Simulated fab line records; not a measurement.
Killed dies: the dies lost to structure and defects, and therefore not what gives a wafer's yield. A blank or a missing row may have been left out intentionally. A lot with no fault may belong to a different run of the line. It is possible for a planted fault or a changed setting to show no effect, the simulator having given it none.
Code-filled problem report in 8D (eight disciplines) form / flow berkeley_cmos170 / the parts of the form that need people (team, actions taken, sign-off) are left out

## 1. THE PROBLEM
tilt_deg at UCB170_PWELL_IMPLANT_15 reads a mean of 7.683 degrees on 6 wafers of 2 lots; wafers without a fault read 7.002 degrees with a standard deviation of 0.02. That is +34 standard deviations from the usual mean.
Seen first at day 5 17:42 on implanter-02, wafer L180.1. At this step, 42 wafers from 14 lots have a number in the record. Rule for "out" (also "out of limits"): further than 4 standard deviations from the usual mean. Any other wafer with a number is counted as sound.

## 2. WHAT THIS IS AND IS NOT
question=which readings at this step | is=tilt_deg | is not=end_station_pressure_torr
question=which lots | is=L179, L180 | is not=L168, L169, L170, L171, L175, L181, L185, L186, L188, L189, L190, L191
question=which wafers of those lots | is=all that have a number | is not=-
question=read on which tools | is=implanter-02 | is not=implanter-01, implanter-03
question=when | is=from day 5 17:42 | is not=up to then (15 sound wafers); but 21 sound wafers of L181, L185, L186, L188, L189, L190, L191 came after

## 3. THE SUSPECTS, EACH WITH WHAT RULES IT OUT
Counting: a tool stays on the suspect list if, at a process step up to the reading, it processed all lots that are out and no sound lot following the first of them.
- implanter-02 at UCB170_PWELL_IMPLANT_15: kept. It processed each lot that is out, first L180 at day 5 17:42, and no sound lot thereafter; up to then, the last sound lot it processed was L175 at day 5 06:11. On those wafers its own readings are out: tilt_deg.
The count leaves implanter-02 at UCB170_PWELL_IMPLANT_15.

## 4. THE CAUSE (what the simulator had put in)
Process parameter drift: implanter-02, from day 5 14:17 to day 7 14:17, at UCB170_PWELL_IMPLANT_15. Setting tilt_deg shifted by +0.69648 from 7. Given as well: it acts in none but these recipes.
This tool alone remained once counting was done.

## 5. THE CHAIN OF EFFECTS, in route order
Each row: a reading where the mean over the struck wafers with a number is more than 3 standard deviations away from the usual. Readings are gone through only where the record gives a usual standard deviation; hours: the median, over the lots, of the time from a lot's start at the first step in this table giving one to that lot's start at this step; sigmas: the change measured in usual standard deviations.
hours=0; step=UCB170_PWELL_IMPLANT_15; reading=tilt_deg; usual=7.002 degrees; on struck wafers=7.683; change=+0.681; sigmas=+34
Process steps it contains:
- UCB170_PWELL_IMPLANT_15
Later measuring or inspecting steps at which every struck wafer that the step has a row for has a number for every such reading, and none has moved that far: UCB170_ACTIVE_CD_MEAS_90.

## 6. HOW IT WOULD HAVE BEEN CAUGHT EARLIER
3 hours passed between the start of the fault at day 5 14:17 and the first reading out of limits in this record, taken at day 5 17:42.
